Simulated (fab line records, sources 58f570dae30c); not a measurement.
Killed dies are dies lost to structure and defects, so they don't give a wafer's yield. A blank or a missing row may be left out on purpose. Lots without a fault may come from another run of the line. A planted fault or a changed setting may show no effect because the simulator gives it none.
Chamber matching | flow berkeley_cmos170 | UCB170_V1_CMP_02 on cmp-01: 3 sister chambers
The step polishes SiO2. 6 wafers are shown with their chamber, then 5 later ones without.

WAFERS WITH THEIR CHAMBER
wafer  | chamber | motor_current_A (A)
L875.3 | 3       | 22.2
L875.4 | 0       | 17.4
L874.4 | 3       | 21.5
L874.5 | 1       | 14.6
L885.2 | 1       | 14.8
L885.5 | 0       | 16.6

WAFERS WITHOUT THEIR CHAMBER
wafer  | motor_current_A (A)
L885.6 | 20.1
L886.4 | 17.2
L886.6 | 16.6
L889.1 | 15.7
L889.6 | 20.0

WHICH CHAMBER EACH WENT THROUGH
wafer  | from the rows above     | in truth
L885.6 | 3                       | 3
L886.4 | 0                       | 0
L886.6 | 0                       | 0
L889.1 | can't be placed: 1 or 0 | 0
L889.6 | 3                       | 3
Placed correctly: 4 of 5. Can't be placed from these rows: 1 (the true chamber is among the candidates in 1). Placed wrongly: 0.
How it was worked out, from the rows above alone: a wafer's distance from a chamber is the root of the sum, over the readings, of the square of ((its reading less the chamber's mean) divided by the reading's scatter). The wafer belongs to the nearest chamber; if the next one is less than 2 further off, it can't be placed. A chamber's mean is the mean of its shown wafers. The scatter: the root of (the sum of the squares of (reading less its chamber's mean) over the shown wafers, divided by (wafers less chambers)).
